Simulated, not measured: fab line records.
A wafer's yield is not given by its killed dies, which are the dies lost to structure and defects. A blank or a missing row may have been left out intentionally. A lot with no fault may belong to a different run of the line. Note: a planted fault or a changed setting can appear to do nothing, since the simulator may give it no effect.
Which of the tools did it? / flow berkeleyCmos170 / 13 lots with 38 wafers sampled at 3 steps, on a route of 331 steps

WHAT EACH GAUGE READ, for each wafer
UCB170_NWELL_OVL_MEAS_12.
lot=L318; measured=day 2 04:08; on=overlay-02; NWELL_OVL (nm)=-11 -6 -4
lot=L319; measured=day 2 15:58; on=overlay-01; NWELL_OVL (nm)=-8 -3 -5
lot=L321; measured=day 2 23:37; on=overlay-01; NWELL_OVL (nm)=-1 6 0
lot=L322; measured=day 3 03:27; on=overlay-01; NWELL_OVL (nm)=-7 0 -1
lot=L326; measured=day 4 05:09; on=overlay-01; NWELL_OVL (nm)=-7 -4
lot=L331; measured=day 5 05:40; on=overlay-02; NWELL_OVL (nm)=-1 -4 1
lot=L330; measured=day 5 05:58; on=overlay-02; NWELL_OVL (nm)=1 1 -5
lot=L332; measured=day 5 16:13; on=overlay-01; NWELL_OVL (nm)=-4 2 -6
lot=L336; measured=day 6 03:13; on=overlay-02; NWELL_OVL (nm)=-13 -11 -13
lot=L338; measured=day 6 16:34; on=overlay-01; NWELL_OVL (nm)=2 2 3
lot=L339; measured=day 7 00:18; on=overlay-01; NWELL_OVL (nm)=4 -4 1
lot=L340; measured=day 7 04:56; on=overlay-01; NWELL_OVL (nm)=8 4 -1
lot=L341; measured=day 7 17:49; on=overlay-01; NWELL_OVL (nm)=-1 -5 1

UCB170_M1_RS_MEAS_01: a four-point-probe measurement.
lot=L318; measured=day 7 17:23; on=filmMetro-04; M1_AL_RS (ohm/sq)=0.0484 0.0481 0.0483
lot=L319; measured=day 8 06:28; on=filmMetro-01; M1_AL_RS (ohm/sq)=0.0492 0.0495 0.0492
lot=L321; measured=day 9 09:41; on=filmMetro-04; M1_AL_RS (ohm/sq)=0.0481 0.0479 0.0482
lot=L322; measured=day 9 06:42; on=filmMetro-04; M1_AL_RS (ohm/sq)=0.0479 0.0479 0.0480
lot=L326; measured=day 10 06:53; on=filmMetro-01; M1_AL_RS (ohm/sq)=0.0480 0.0478
lot=L331; measured=day 10 18:34; on=filmMetro-02; M1_AL_RS (ohm/sq)=0.0471 0.0477 0.0474
lot=L330; measured=day 10 18:42; on=filmMetro-01; M1_AL_RS (ohm/sq)=0.0492 0.0489 0.0489
lot=L332; measured=day 11 20:20; on=filmMetro-02; M1_AL_RS (ohm/sq)=0.0483 0.0483 0.0485
lot=L336; measured=day 12 02:14; on=filmMetro-04; M1_AL_RS (ohm/sq)=0.0488 0.0490 0.0490
lot=L338; measured=day 12 13:53; on=filmMetro-01; M1_AL_RS (ohm/sq)=0.0482 0.0486 0.0484
lot=L339; measured=day 13 05:27; on=filmMetro-04; M1_AL_RS (ohm/sq)=0.0479 0.0479 0.0479
lot=L340; measured=day 13 05:41; on=filmMetro-04; M1_AL_RS (ohm/sq)=0.0482 0.0485 0.0482
lot=L341; measured=day 14 02:20; on=filmMetro-04; M1_AL_RS (ohm/sq)=0.0480 0.0482 0.0481

UCB170_V2_THK_MEAS_01.
lot=L318; measured=day 8 03:21; on=filmMetro-03; V2_TEOS_THK (nm)=1999 1997 1975
lot=L319; measured=day 8 15:14; on=filmMetro-04; V2_TEOS_THK (nm)=1977 2002 2013
lot=L321; measured=day 9 21:41; on=filmMetro-03; V2_TEOS_THK (nm)=1991 2020 2019
lot=L322; measured=day 9 18:23; on=filmMetro-01; V2_TEOS_THK (nm)=1981 1987 2012
lot=L326; measured=day 10 16:19; on=filmMetro-01; V2_TEOS_THK (nm)=2012 2020
lot=L331; measured=day 11 03:35; on=filmMetro-03; V2_TEOS_THK (nm)=2017 2012 2041
lot=L330; measured=day 11 04:18; on=filmMetro-03; V2_TEOS_THK (nm)=1966 1994 1984
lot=L332; measured=day 12 07:15; on=filmMetro-03; V2_TEOS_THK (nm)=1968 1956 2014
lot=L336; measured=day 12 11:44; on=filmMetro-03; V2_TEOS_THK (nm)=1986 1995 2024
lot=L338; measured=day 13 00:53; on=filmMetro-03; V2_TEOS_THK (nm)=1998 1990 2019
lot=L339; measured=day 13 15:18; on=filmMetro-03; V2_TEOS_THK (nm)=1986 2029 2012
lot=L340; measured=day 13 16:22; on=filmMetro-04; V2_TEOS_THK (nm)=1985 1966 2010
lot=L341; measured=day 14 11:52; on=filmMetro-03; V2_TEOS_THK (nm)=1991 2025 2015

EACH LOT AND THE TOOL THAT RAN IT (in order: tool; ch and the chambers of the sampled wafers; start)
There is no process step in the record ahead of these readings.

WHAT THE TOOLS THEMSELVES READ (means of the sampled wafers that have a number; where no wafer has one, the mark that the record gives instead)
The record holds no such reading with a usual standard deviation.

THE ANSWER, worked out from the rows above alone
Rule: usual is defined by the lots themselves. The widest of any qualifying gaps counts: lots, ordered by their means at a reading, are off when they make up no more than a third of the lots, leave a main group of 4 or more, and stand apart from it by 3 or more times the standard deviation of that group's means. Not used: any main group whose means are identical at the precision the tables above print for the reading. A lot without any number at a reading at which 4 lots or more have one is off too. Any other lot the step has rows for is counted as sound. The gauges are gone through in route order, then the tools' own readings, and for those a lot's mean is taken as printed above. At the first step where some lot is off, the reading lying furthest off is the one used; lots without a number count as furthest.
No lot is off at any reading shown: from this, nothing can be told.

WHAT THE SIMULATOR PUT IN
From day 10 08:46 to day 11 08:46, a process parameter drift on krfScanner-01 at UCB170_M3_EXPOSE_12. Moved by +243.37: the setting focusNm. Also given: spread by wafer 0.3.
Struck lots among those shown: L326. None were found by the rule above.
